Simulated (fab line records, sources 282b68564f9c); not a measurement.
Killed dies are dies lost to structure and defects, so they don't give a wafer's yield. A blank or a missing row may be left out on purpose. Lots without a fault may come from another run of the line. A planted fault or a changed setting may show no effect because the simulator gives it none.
fab line records | flow rit_cmos
record lots=6 wafers=18 last_day=7
route steps=202 shown CONTACT@172 M1@184
lots that met no fault: from a run of the same line without faults
start_h: hours from the record's first day to the start of the lot's first wafer shown | wait_h: hours since the lot's step before | " the same as in the row above | L1.1+2: a row that stands for several wafers | - no value, or no start given | * or withheld: withheld | < > ~ a bound
route shown NAME@n: a module of which the file shows steps, and the number in the route of the first | usual: mean/standard deviation of fault-free wafers | same: alike in all rows | chamber/n: place in a boat | sites: the reading at each site | _std_site: their standard deviation | _edge_site: outer sites' mean less inner sites' | radius_mm: how far each site lies from the wafer's centre | mask NAME#n: copy n | behind: the tool/chamber that last shaped the wafer | hold: why the lot was held/for how many hours/how that ended | device: the transistor (n, p or np) that didn't switch | end of line: the same wafers' tests at the end of the route | a step without rows: its recipe alone | killed: dies lost to structure and defects at the first sort, not the wafer's yield | map: a wafer's dies, x killed, . not, _ none there
set.NAME: the setting as run; set.NAME@STEP: as run at that earlier step | model.NAME: the simulator's own value behind a step, which no gauge read
lots at some steps of the route; a table a step, a row a wafer
services: from which hour (start_h, from the record's first day; less than 0 if before it) a tool's chamber was out of use, for how many hours, and why
## steps
# step RIT_CONTACT_SOFTBAKE_04
# recipe resist=NOVOLAK temp_c=90 time_s=60
# step RIT_CONTACT_EXPOSE_05
# recipe mask_id=M11 na=0.6 source_shape=conventional sigma_outer=0.5 target_cd_nm=1000 dose_mj=250
# step RIT_CONTACT_PEB_06
# recipe resist=NOVOLAK temp_c=withheld time_s=withheld
# step RIT_CONTACT_DEVELOP_07
# recipe resist=NOVOLAK develop_time_s=120 dev_temp_c=23
# step RIT_CONTACT_CD_MEAS_08
# recipe target_cd_nm=1000
# usual cd_nm=999.3/1.8
# columns lot.wafer tool chamber start_h wait_h cd_nm
L398.2 cd_sem-02 - 86.38 - 999.6
L398.3 " - " " 998.2
L398.5 " - " " 999.0
L401.4 cd_sem-02 - 101.75 - 999.4
L401.5 " - " " 997.0
L401.6 " - " " 999.5
L407.2 cd_sem-01 - 132.07 - 997.5
L407.3 " - " " 1001.0
L407.4 " - " " 1000.8
L409.1 cd_sem-02 - 142.92 - 999.6
L409.5 " - " " 996.7
L409.6 " - " " 999.0
L412.2 cd_sem-02 - 156.27 - 995.5
L412.4 " - " " 996.5
L412.6 " - " " 996.4
L414.2 cd_sem-02 - 165.83 - 997.7
L414.4 " - " " 998.1
L414.6 " - " " 997.3
# step RIT_CONTACT_OVL_MEAS_09
# usual CONTACT_OVL=0.2/1.2
# columns lot.wafer tool chamber start_h wait_h CONTACT_OVL[nm]
L398.2 overlay-02 - 86.48 0.1 -0.9
L398.3 " - " " -0.6
L398.5 " - " " -1.3
L401.4 overlay-01 - 101.83 0.1 1.1
L401.5 " - " " 0.4
L401.6 " - " " -0.1
L407.2 overlay-02 - 132.17 0.1 0.0
L407.3 " - " " -1.1
L407.4 " - " " -2.5
L409.1 overlay-01 - 143.04 0.1 2.3
L409.5 " - " " 0.5
L409.6 " - " " 0.7
L412.2 overlay-02 - 156.38 0.1 0.1
L412.4 " - " " -0.7
L412.6 " - " " -1.1
L414.2 overlay-01 - 165.94 0.1 -0.5
L414.4 " - " " -0.4
L414.6 " - " " -0.4
# step RIT_CONTACT_HARDBAKE_10
# recipe resist=NOVOLAK temp_c=140 time_s=60
# step RIT_CONTACT_ETCH_11
# recipe target_depth_a=4800 over_etch_frac=0.2 stop_on=TiSi2 chemistry=CHF3/CF4/Ar target=SiO2 CHF3_flow_sccm=50 cf4_flow_sccm=10 Ar_flow_sccm=100 O2_flow_sccm=5 pressure_mtorr=100 rf_w=206.3 time_s=320
# usual drypump_motor_current_A=5.6/0.33 oes_product_au=0.995/0.0096 throttle_valve_pct=8.82/0.1
# same over_etch_frac=0.2
# columns lot.wafer tool chamber start_h wait_h drypump_motor_current_A oes_product_au rf_hours_counter_h throttle_valve_pct
L398.2 rie_diel-04 2 86.76 0.1 5.6 1.013 112 8.93
L398.3 " 0 " " 5.4 0.991 41 8.72
L398.5 " 3 " " 5.7 0.996 - 8.66
L401.4 rie_diel-04 0 102.02 0.1 5.5 1.004 41 8.74
L401.5 " 3 " " 5.7 1.000 - 8.65
L401.6 " 0 " " 5.4 1.003 - 8.72
L407.2 rie_diel-01 3 132.55 0.1 5.7 0.986 0 8.89
L407.3 " 0 " " 6.1 1.002 68 8.78
L407.4 " 2 " " 6.1 0.998 147 8.81
L409.1 rie_diel-04 2 143.23 0.1 5.6 0.997 113 8.94
L409.5 " 1 " " 5.0 1.016 - 8.69
L409.6 " 0 " " 5.4 0.998 - 8.74
L412.2 rie_diel-01 2 156.56 0.1 6.1 1.000 148 8.79
L412.4 " 0 " " 6.1 0.997 68 8.80
L412.6 " 2 " " 6.1 1.002 - 8.81
L414.2 rie_diel-01 1 166.12 0.1 5.4 0.979 111 8.89
L414.4 " 2 " " 6.1 0.999 148 8.80
L414.6 " 1 " " 5.3 0.985 - 8.88
# step RIT_CONTACT_STRIP_12
# recipe chemistry=O2 time_s=180 resist=NOVOLAK platen_temp_c=withheld power_w=500 pressure_mtorr=4000 o2_flow_sccm=4000
# usual drypump_motor_current_A=5.86/0.29
# columns lot.wafer tool chamber start_h wait_h drypump_motor_current_A rf_hours_counter_h
L398.2 plasma_asher-01 0 86.95 0.1 5.60 43
L398.3 " 1 " " 6.31 -
L398.5 " 0 " " 5.59 -
L401.4 plasma_asher-02 1 102.27 0.2 5.74 -
L401.5 " 1 " " 5.75 -
L401.6 " 0 " " 5.96 -
L407.2 plasma_asher-02 1 132.74 0.1 5.74 36
L407.3 " 0 " " 5.93 -
L407.4 " 1 " " 5.74 -
L409.1 plasma_asher-01 1 143.43 0.1 6.36 49
L409.5 " 0 " " 5.55 -
L409.6 " 1 " " 6.32 -
L412.2 plasma_asher-01 0 156.75 0.1 5.55 51
L412.4 " 1 " " 6.32 -
L412.6 " 0 " " 5.55 -
L414.2 plasma_asher-03 1 166.31 0.1 5.50 5
L414.4 " 0 " " 6.01 -
L414.6 " 0 " " 6.04 -
# step RIT_CONTACT_CD_MEAS_90
# recipe target_cd_nm=1000
# usual cd_nm=999.5/1.8
# columns lot.wafer tool chamber start_h wait_h cd_nm
L398.2 cd_sem-02 - 87.15 0.1 1000.2
L398.3 " - " " 998.5
L398.5 " - " " 998.9
L401.4 cd_sem-02 - 102.45 0.1 999.9
L401.5 " - " " 997.2
L401.6 " - " " 999.9
L407.2 cd_sem-02 - 132.94 0.1 997.3
L407.3 " - " " 1001.2
L407.4 " - " " 1000.8
L409.1 cd_sem-01 - 143.60 0.1 999.6
L409.5 " - " " 996.5
L409.6 " - " " 998.8
L412.2 cd_sem-01 - 156.95 0.1 996.0
L412.4 " - " " 997.1
L412.6 " - " " 997.0
L414.2 cd_sem-02 - 166.50 0.1 997.9
L414.4 " - " " 998.9
L414.6 " - " " 997.8
# step RIT_CONTACT_CLEAN_13
# recipe chemistry=SC1 mix=3:3:50 time_s=600 temp_c=75
# step RIT_CONTACT_CLEAN_14
# recipe chemistry=SC2 mix=3:3:50 time_s=600 temp_c=75 dry=n2_spin
# step RIT_M1_SPUTTER_00
# recipe material=Al target_thk_nm=400 power_w=2000 chamber_pressure_pa=0.4 gas=Ar time_s=500 substrate_temp_c=25
# usual chamber_pressure_pa=0.4000/0.00076 throttle_valve_pct=30.1/0.8
# columns lot.wafer tool chamber start_h wait_h chamber_pressure_pa throttle_valve_pct
L398.2 pvd_sputter-04 - 87.63 0.0 0.4002 30.7
L398.3 " - " " 0.4004 28.6
L398.5 " - " " 0.4000 28.9
L401.4 pvd_sputter-01 - 102.91 0.0 0.4006 31.1
L401.5 " - " " 0.4000 30.0
L401.6 " - " " 0.3995 31.5
L407.2 pvd_sputter-01 - 133.40 0.0 0.4003 30.8
L407.3 " - " " 0.3994 30.0
L407.4 " - " " 0.4004 30.7
L409.1 pvd_sputter-01 - 144.07 0.0 0.3993 30.1
L409.5 " - " " 0.4009 30.7
L409.6 " - " " 0.4001 30.1
L412.2 pvd_sputter-04 - 157.43 0.0 0.4001 28.7
L412.4 " - " " 0.4010 28.5
L412.6 " - " " 0.3987 30.4
L414.2 pvd_sputter-04 - 166.97 0.0 0.3994 30.4
L414.4 " - " " 0.4011 30.3
L414.6 " - " " 0.3996 28.6
# step RIT_M1_RS_MEAS_01
# recipe thk_meas_gauge=four-point-probe reads=Al_of_M1_SPUTTER_00
# usual M1_AL_RS=0.0737/0.00078
# columns lot.wafer tool chamber start_h wait_h M1_AL_RS[ohm/sq]
L398.2 film_metro-03 - 87.94 0.2 0.0729
L398.3 " - " " 0.0728
L398.5 " - " " 0.0729
L401.4 film_metro-04 - 103.26 0.2 0.0735
L401.5 " - " " 0.0738
L401.6 " - " " 0.0733
L407.2 film_metro-03 - 133.72 0.2 0.0905
L407.3 " - " " 0.0905
L407.4 " - " " 0.0911
L409.1 film_metro-02 - 144.36 0.1 0.0906
L409.5 " - " " 0.0904
L409.6 " - " " 0.0903
L412.2 film_metro-03 - 157.75 0.2 0.0740
L412.4 " - " " 0.0740
L412.6 " - " " 0.0739
L414.2 film_metro-04 - 167.28 0.2 0.0743
L414.4 " - " " 0.0751
L414.6 " - " " 0.0750
# step RIT_M1_THK_MEAS_02
# recipe thk_meas_gauge=xrf reads=Al_of_M1_SPUTTER_00
# usual M1_AL_THK=394/5
# columns lot.wafer tool chamber start_h wait_h M1_AL_THK[nm]
L398.2 film_metro-03 - 88.05 0.1 401
L398.3 " - " " 402
L398.5 " - " " 400
L401.4 film_metro-04 - 103.35 0.1 396
L401.5 " - " " 395
L401.6 " - " " 396
L407.2 film_metro-03 - 133.83 0.1 340
L407.3 " - " " 338
L407.4 " - " " 334
L409.1 film_metro-02 - 144.48 0.1 333
L409.5 " - " " 335
L409.6 " - " " 332
L412.2 film_metro-03 - 157.86 0.1 394
L412.4 " - " " 393
L412.6 " - " " 393
L414.2 film_metro-04 - 167.39 0.1 390
L414.4 " - " " 385
L414.6 " - " " 385
# step RIT_M1_HMDS_03
# recipe prime_time_s=60 prime_temp_c=140
# step RIT_M1_COAT_04
# recipe resist=NOVOLAK spin_rpm=2000 resist_thk_nm=1300
# step RIT_M1_SOFTBAKE_05
# recipe resist=NOVOLAK temp_c=90 time_s=60
# step RIT_M1_EXPOSE_06
# recipe mask_id=M12 na=0.6 source_shape=conventional sigma_outer=0.5 target_cd_nm=2600 dose_mj=250
# step RIT_M1_PEB_07
# recipe resist=NOVOLAK temp_c=withheld time_s=withheld
# step RIT_M1_DEVELOP_08
# recipe resist=NOVOLAK develop_time_s=68 dev_temp_c=23
# step RIT_M1_CD_MEAS_09
# recipe target_cd_nm=2600
# usual cd_nm=2600.6/2.5
# columns lot.wafer tool chamber start_h wait_h cd_nm
L398.2 cd_sem-02 - 89.00 - 2599.5
L398.3 " - " " 2599.5
L398.5 " - " " 2600.3
L401.4 cd_sem-02 - 104.45 - 2602.7
L401.5 " - " " 2598.1
L401.6 " - " " 2599.6
L407.2 cd_sem-02 - 134.97 - 2597.9
L407.3 " - " " 2598.8
L407.4 " - " " 2599.6
L409.1 cd_sem-02 - 145.42 - 2606.0
L409.5 " - " " 2603.9
L409.6 " - " " 2601.9
L412.2 cd_sem-02 - 159.04 - 2600.6
L412.4 " - " " 2599.4
L412.6 " - " " 2600.7
L414.2 cd_sem-02 - 168.34 - 2605.1
L414.4 " - " " 2601.4
L414.6 " - " " 2604.0
# step RIT_M1_OVL_MEAS_10
# usual M1_OVL=0.6/1.5
# columns lot.wafer tool chamber start_h wait_h M1_OVL[nm]
L398.2 overlay-01 - 89.11 0.1 0.2
L398.3 " - " " 0.8
L398.5 " - " " 0.8
L401.4 overlay-01 - 104.53 0.1 1.8
L401.5 " - " " 1.2
L401.6 " - " " 0.3
L407.2 overlay-01 - 135.08 0.1 -0.1
L407.3 " - " " -1.0
L407.4 " - " " 1.2
L409.1 overlay-02 - 145.54 0.1 -1.5
L409.5 " - " " -1.1
L409.6 " - " " 0.2
L412.2 overlay-02 - 159.14 0.1 0.9
L412.4 " - " " 2.3
L412.6 " - " " 1.9
L414.2 overlay-01 - 168.45 0.1 0.8
L414.4 " - " " 2.1
L414.6 " - " " 0.2
# step RIT_M1_HARDBAKE_11
# recipe resist=NOVOLAK temp_c=140 time_s=120
# step RIT_M1_METAL_ETCH_12
# recipe stop_on=SiO2 chemistry=Cl2/BCl3 target=Al time_s=165 over_etch_frac=0.5 pressure_mtorr=100 target_depth_a=6000 rf_w=250 Cl2_flow_sccm=60 bcl3_flow_sccm=50
# usual drypump_motor_current_A=5.5/0.54 he_backside_leak_sccm=3.33/0.19 mfc_cl2_sccm=60.01/0.18 oes_product_au=0.777/0.011 throttle_valve_pct=8.27/0.046
# same over_etch_frac=0.5
# columns lot.wafer tool chamber start_h wait_h drypump_motor_current_A he_backside_leak_sccm mfc_cl2_sccm oes_product_au rf_hours_counter_h throttle_valve_pct
L398.2 rie_metal-03 0 89.39 0.2 5.1 3.15 60.03 0.764 38 8.31
L398.3 " 1 " " 5.9 3.35 60.08 0.791 - 8.20
L398.5 " 0 " " 5.0 3.28 60.13 0.778 - 8.32
L401.4 rie_metal-03 1 104.85 0.1 5.9 3.24 59.79 0.787 - 8.18
L401.5 " 1 " " 5.9 3.26 59.99 0.778 - 8.20
L401.6 " 0 " " 5.1 3.12 60.07 0.768 - 8.32
L407.2 rie_metal-03 0 135.36 0.2 5.1 3.30 60.11 0.710 39 8.33
L407.3 " 1 " " 5.9 3.08 59.71 0.724 - 8.20
L407.4 " 0 " " 5.1 3.04 60.41 0.698 - 8.35
L409.1 rie_metal-04 0 145.83 0.2 5.2 3.28 59.81 0.708 3 8.27
L409.5 " 1 " " 6.4 3.24 60.30 0.732 - 8.25
L409.6 " 0 " " 5.3 3.01 60.18 0.702 - 8.28
L412.2 rie_metal-03 1 159.42 0.2 5.9 3.06 59.79 0.790 0 8.18
L412.4 " 1 " " 5.9 3.17 59.74 0.795 - 8.19
L412.6 " 0 " " 5.1 3.08 60.06 0.770 - 8.33
L414.2 rie_metal-03 1 168.73 0.2 5.9 3.30 60.05 0.786 0 8.19
L414.4 " 1 " " 5.9 3.14 60.02 0.778 - 8.20
L414.6 " 1 " " 5.9 3.17 60.02 0.778 - 8.18
# step RIT_M1_STRIP_13
# recipe chemistry=nmp resist=NOVOLAK temp_c=80 time_s=600 dry=n2_spin
# step RIT_M1_PROBE_99
# usual killed_at_M0_to_M3=0.0/0.18 killed_at_front_end=6.6/3 killed_dies=7/3 killed_open=3.3/2 killed_short=3.4/2
# same gross_dies=264 killed_at_M4_up=0 killed_at_back_side=0 killed_at_contacts=0 killed_at_other=0
# columns lot.wafer tool chamber start_h wait_h killed_at_M0_to_M3 killed_at_front_end killed_dies killed_open killed_short model.etest.pmos_turned.r_on_ohm_um model.etest.nmos_turned.drive_ua_um model.etest.pmos_turned.drive_ua_um model.etest.poly_comb_over_steps.leak_log10_a_um model.etest.nmos_0p15.tox_inv_nm
L398.2 prober-02 - 91.71 0.1 0 3 3 0 3 3500 334.7 189.8 -12.73 4.365
L398.3 prober-02 - 91.76 0.2 0 4 4 1 3 3490 337.2 188.9 -12.77 4.377
L398.5 prober-02 - 91.86 0.2 0 4 4 2 2 3597 322.8 182 -12.85 4.428
L401.4 prober-01 - 107.21 0.2 0 11 11 5 6 3415 304.9 190.4 -12.7 4.56
L401.5 prober-01 - 107.26 0.2 0 3 3 2 1 3602 288.5 176.4 -12.7 4.527
L401.6 prober-01 - 107.31 0.2 0 10 10 5 5 3520 304.8 184.2 -12.8 4.576
L407.2 prober-02 - 137.66 0.1 0 13 13 6 7 3720 296.7 171.1 -12.81 4.505
L407.3 prober-02 - 137.71 0.2 0 5 5 2 3 3654 299.5 175.7 -12.94 4.482
L407.4 prober-02 - 137.76 0.2 0 7 7 4 3 3708 293.9 172 -12.93 4.422
L409.1 prober-02 - 148.08 0.1 0 7 7 3 4 3626 310.4 174.6 -9.126 4.587
L409.5 prober-02 - 148.28 0.2 0 7 7 3 4 3543 310.7 179.1 -10.14 4.58
L409.6 prober-02 - 148.33 0.2 1 3 4 1 3 3508 318.8 182.3 -9.764 4.57
L412.2 prober-02 - 161.76 0.1 0 13 13 5 8 3510 338.7 188.7 -12.9 4.425
L412.4 prober-02 - 161.86 0.2 0 1 1 0 1 3500 335.7 185.5 -12.82 4.447
L412.6 prober-02 - 161.96 0.2 0 5 5 2 3 3507 334.7 187.7 -12.77 4.46
L414.2 prober-02 - 171.05 0.1 0 7 7 3 4 3519 313 185.8 -12.95 4.47
L414.4 prober-02 - 171.15 0.2 0 8 8 7 1 3400 317 191.3 -12.81 4.456
L414.6 prober-02 - 171.25 0.2 1 10 11 8 3 3474 315.7 187.9 -12.73 4.474
# killed by level:class
L398.2 FOX1:geometric_particle:short=2 SPACER:geometric_particle:short=1
L398.3 FOX1:geometric_particle:short=1 GATE:geometric_particle:open=1 GATE:geometric_particle:short=1 SILICIDE:geometric_particle:short=1
L398.5 FOX1:geometric_particle:short=2 FOX1:geometric_particle:open=1 SILICIDE:geometric_particle:open=1
L401.4 GATE:geometric_particle:short=3 GATE:geometric_particle:open=2 REOX:geometric_particle:open=2 FOX2:geometric_particle:open=1 REOX:geometric_particle:short=1 SPACER:geometric_particle:short=1 SILICIDE:geometric_particle:short=1
L401.5 REOX:geometric_particle:open=1 SILICIDE:geometric_particle:open=1 SILICIDE:geometric_particle:short=1
L401.6 SPACER:geometric_particle:short=3 GATE:geometric_particle:open=2 SILICIDE:geometric_particle:open=2 FOX1:geometric_particle:short=1 FOX2:geometric_particle:short=1 REOX:geometric_particle:open=1
L407.2 GATE:geometric_particle:open=3 FOX1:geometric_particle:short=2 GATE:geometric_particle:short=2 SPACER:geometric_particle:open=2 SPACER:geometric_particle:short=2 SILICIDE:geometric_particle:short=1 SILICIDE:geometric_particle:open=1
L407.3 GATE:geometric_particle:short=3 GATE:geometric_particle:open=1 SILICIDE:geometric_particle:open=1
L407.4 GATE:geometric_particle:open=2 GATE:geometric_particle:short=2 FOX1:geometric_particle:open=1 SPACER:geometric_particle:short=1 SPACER:geometric_particle:open=1
L409.1 FOX1:geometric_particle:short=2 SILICIDE:geometric_particle:open=2 FOX1:geometric_particle:open=1 REOX:geometric_particle:short=1 SPACER:geometric_particle:short=1
L409.5 ACTIVE:geometric_particle:open=1 FOX1:geometric_particle:short=1 FOX1:geometric_particle:open=1 FOX2:geometric_particle:open=1 GATE:geometric_particle:short=1 REOX:geometric_particle:short=1 SILICIDE:geometric_particle:short=1
L409.6 FOX1:geometric_particle:open=1 FOX2:geometric_particle:short=1 REOX:geometric_particle:short=1 M1:geometric_particle:short=1
L412.2 GATE:geometric_particle:short=3 FOX2:geometric_particle:short=2 GATE:geometric_particle:open=2 SPACER:geometric_particle:open=2 FOX1:geometric_particle:open=1 FOX1:geometric_particle:short=1 SPACER:geometric_particle:short=1 SILICIDE:geometric_particle:short=1
L412.4 REOX:geometric_particle:short=1
L412.6 SPACER:geometric_particle:open=2 SILICIDE:geometric_particle:short=2 SPACER:geometric_particle:short=1
L414.2 GATE:geometric_particle:open=3 GATE:geometric_particle:short=2 REOX:geometric_particle:short=1 SILICIDE:geometric_particle:short=1
L414.4 GATE:geometric_particle:open=4 FOX1:geometric_particle:open=1 SPACER:geometric_particle:open=1 SPACER:geometric_particle:short=1 SILICIDE:geometric_particle:open=1
L414.6 SPACER:geometric_particle:open=3 GATE:geometric_particle:open=2 REOX:geometric_particle:open=2 FOX2:geometric_particle:open=1 GATE:geometric_particle:short=1 SPACER:geometric_particle:short=1 M1:geometric_particle:short=1
## services
# columns tool chamber start_h hours kind
rie_diel-01 3 99.00 7.7 repair
rie_diel-01 3 106.66 - clean
rie_diel-01 3 106.66 23.5 scheduled_down
rie_diel-01 3 106.66 23.5 vent_cycle
rie_diel-04 0 106.71 3.4 repair
plasma_asher-03 - 108.75 9.0 pm
plasma_asher-03 0 108.75 9.0 vent_cycle
plasma_asher-03 1 108.75 9.0 vent_cycle
plasma_asher-03 0 117.75 - clean
plasma_asher-03 1 117.75 - clean
rie_diel-01 0 118.56 13.5 repair
rie_metal-03 - 136.12 20.0 pm
rie_metal-03 0 136.12 20.0 vent_cycle
rie_metal-03 1 136.12 20.0 vent_cycle
pvd_sputter-04 - 139.98 4.9 repair
rie_diel-04 - 141.30 0.2 repair
plasma_asher-03 - 153.41 2.8 pm
rie_metal-03 0 156.12 - clean
rie_metal-03 1 156.12 - clean
## key
first_sign step=RIT_M1_RS_MEAS_01 reading=M1_AL_RS direction=up sigmas=21 usual=0.0737 struck=0.0906
effect step=RIT_M1_THK_MEAS_02 reading=M1_AL_THK direction=down sigmas=12 usual=394 struck=335
effect step=RIT_M1_METAL_ETCH_12 reading=oes_product_au direction=down sigmas=6.1 usual=0.777 struck=0.712
model_effect step=RIT_M1_PROBE_99 value=etest.pmos_turned.r_on_ohm_um without=3526 struck=3626
met_at RIT_M1_SPUTTER_00
struck_wafers L407.2,L407.3,L407.4,L409.1,L409.5,L409.6
tester_left_out L409
onset_between 102.91 133.40
earlier_fault kind=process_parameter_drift tool=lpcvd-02 chamber=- onset_h=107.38 steps=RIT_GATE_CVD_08 channel=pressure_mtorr offset=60 shape=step end_h=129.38 acts_in=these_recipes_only stated=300
fault kind=site_profile_drift tool=pvd_sputter-01 chamber=- onset_h=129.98 steps=RIT_M1_SPUTTER_00 basis=fraction max_abs_drift=0.33711 slope_share_per_hr=74.914 site_pattern=0,0,0,0,0,-1,-1,-1,-1
# tester_left_out: of these lots the tester's yield and bins aren't shown, on N5 and GAA mostly nor the transistor test; their killed dies are dies lost to structure and defects alone, not to doping, threshold or leakage, so they don't give the yield
